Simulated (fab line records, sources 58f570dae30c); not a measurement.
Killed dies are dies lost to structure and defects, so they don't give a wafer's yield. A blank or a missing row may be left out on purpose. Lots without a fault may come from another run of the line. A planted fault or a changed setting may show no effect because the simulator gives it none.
Which tool did it? | flow berkeley_cmos170 | 15 lots, 45 wafers sampled, at 3 steps of a route of 331

WHAT THE GAUGES READ, wafer by wafer
UCB170_FIELD_THK_MEAS_90. Usual: FIELD_OXIDE_LEFT_1_THK 428 nm, standard deviation 8.7.
lot  | measured    | on            | FIELD_OXIDE_LEFT_1_THK (nm) | flag
L111 | day 5 08:07 | film_metro-01 | 438 427 439                 |
L112 | day 5 08:08 | film_metro-04 | 420 426 425                 |
L115 | day 5 20:15 | film_metro-04 | 427 426 429                 |
L116 | day 6 07:02 | film_metro-01 | 423 418 413                 |
L117 | day 6 13:04 | film_metro-01 | 423 421 421                 |
L118 | day 6 22:11 | film_metro-01 | 434 436 429                 |
L122 | day 7 10:59 | film_metro-04 | 424 426 425                 |
L121 | day 7 11:00 | film_metro-03 | 424 419 425                 |
L120 | day 7 11:01 | film_metro-01 | 424 426 424                 |
L128 | day 8 18:39 | film_metro-01 | 414 423 419                 |
L129 | day 8 18:39 | film_metro-03 | 412 415 418                 |
L130 | day 9 07:20 | film_metro-03 | 431 428 439                 |
L132 | day 9 18:01 | film_metro-01 | 430 431 430                 |
L131 | day 9 18:01 | film_metro-03 | 435 441 432                 |
L133 | day 9 21:56 | film_metro-04 | 445 441 451                 |

UCB170_PSD_CD_MEAS_06: target cd 1200 nm. Usual: cd_nm 1199.7 nm, standard deviation 1.6.
lot  | measured     | on        | cd_nm (nm)           | flag
L111 | day 7 01:18  | cd_sem-02 | 1201.9 1202.8 1202.1 |
L112 | day 7 01:56  | cd_sem-01 | 1197.8 1198.8 1198.3 |
L115 | day 7 13:25  | cd_sem-01 | 1199.8 1199.0 1199.3 |
L116 | day 8 02:54  | cd_sem-02 | 1200.4 1201.3 1201.0 |
L117 | day 8 07:50  | cd_sem-02 | 1199.9 1198.1 1199.6 |
L118 | day 8 19:13  | cd_sem-02 | 1201.1 1199.8 1200.0 |
L122 | day 9 05:50  | cd_sem-02 | - - -                | OFF
L121 | day 9 06:00  | cd_sem-01 | - - -                | OFF
L120 | day 9 06:04  | cd_sem-02 | - - -                | OFF
L128 | day 10 06:51 | cd_sem-01 | 1195.9 1196.4 1196.1 |
L129 | day 10 07:11 | cd_sem-02 | 1197.6 1197.8 1198.2 |
L130 | day 11 04:49 | cd_sem-02 | 1202.1 1202.4 1202.0 |
L132 | day 11 13:23 | cd_sem-02 | 1199.7 1199.0 1198.7 |
L131 | day 11 13:39 | cd_sem-01 | 1198.4 1198.9 1198.3 |
L133 | day 11 21:59 | cd_sem-01 | 1201.9 1201.6 1201.3 |

WHICH TOOL RAN EACH LOT (tool, then ch and the chambers of the sampled wafers, then the start)
lot  | UCB170_PSD_DEVELOP_05
L111 | litho_track-04 ch 0, day 7 01:00
L112 | litho_track-03 ch 0, day 7 01:00
L115 | litho_track-04 ch 0, day 7 13:00
L116 | litho_track-04 ch 0, day 8 02:00
L117 | litho_track-03 ch 0, day 8 07:00
L118 | litho_track-02 ch 0, day 8 19:00
L122 | litho_track-03, day 9 05:00
L121 | litho_track-02, day 9 05:00
L120 | litho_track-04, day 9 05:00
L128 | litho_track-02 ch 0, day 10 06:00
L129 | litho_track-04 ch 0, day 10 07:00
L130 | litho_track-02 ch 0, day 11 04:00
L132 | litho_track-02 ch 0, day 11 13:00
L131 | litho_track-04 ch 0, day 11 13:00
L133 | litho_track-02 ch 0, day 11 21:00
- UCB170_PSD_DEVELOP_05: develop time 45 s.

WHAT THE TOOLS THEMSELVES READ (means of the sampled wafers that have a number; where no wafer has one, the mark that the record gives instead)
UCB170_PSD_DEVELOP_05. Usual: chill_plate_temp_C 23.00 C, standard deviation 0.1; developer_temp_C 20.99 C, standard deviation 0.093.
lot  | tool           | chill_plate_temp_C (C) | developer_temp_C (C) | flag
L111 | litho_track-04 | 22.97                  | 21.02                |
L112 | litho_track-03 | 23.12                  | 21.05                |
L115 | litho_track-04 | 23.04                  | 20.99                |
L116 | litho_track-04 | 23.00                  | 21.07                |
L117 | litho_track-03 | 23.04                  | 21.05                |
L118 | litho_track-02 | 23.02                  | 20.94                |
L122 | litho_track-03 | -                      | -                    | OFF
L121 | litho_track-02 | -                      | -                    | OFF
L120 | litho_track-04 | -                      | -                    | OFF
L128 | litho_track-02 | 23.14                  | 21.00                |
L129 | litho_track-04 | 22.98                  | 21.09                |
L130 | litho_track-02 | 23.06                  | 21.03                |
L132 | litho_track-02 | 22.98                  | 21.02                |
L131 | litho_track-04 | 22.96                  | 20.90                |
L133 | litho_track-02 | 22.87                  | 20.95                |

THE ANSWER, worked out from the rows above alone
Rule: a lot is off if the mean of its wafers that have a number lies more than 3 standard deviations from the usual mean. A lot without any number at a reading at which 4 lots or more have one is off too. The other lots that the step has rows for count as sound. The gauges are gone through in route order, then the tools' own readings, and for those a lot's mean is taken as printed above. The first step at which some lot is off is used, and at that step the reading that is off furthest; a lot without a number counts as furthest.
Off: L122, L121, L120, at UCB170_PSD_CD_MEAS_06 (cd_nm). Without a number there: L122, L121, L120.
A tool fits if, at a process step before that reading, it ran every lot that is off, and no sound lot after the first of them. The gauges at UCB170_PSD_CD_MEAS_06 aren't tried: what is off there is off at UCB170_PSD_DEVELOP_05 too, on other tools, and a gauge's error can't cause that. None of those tried fits.

WHAT THE SIMULATOR HAD PUT IN
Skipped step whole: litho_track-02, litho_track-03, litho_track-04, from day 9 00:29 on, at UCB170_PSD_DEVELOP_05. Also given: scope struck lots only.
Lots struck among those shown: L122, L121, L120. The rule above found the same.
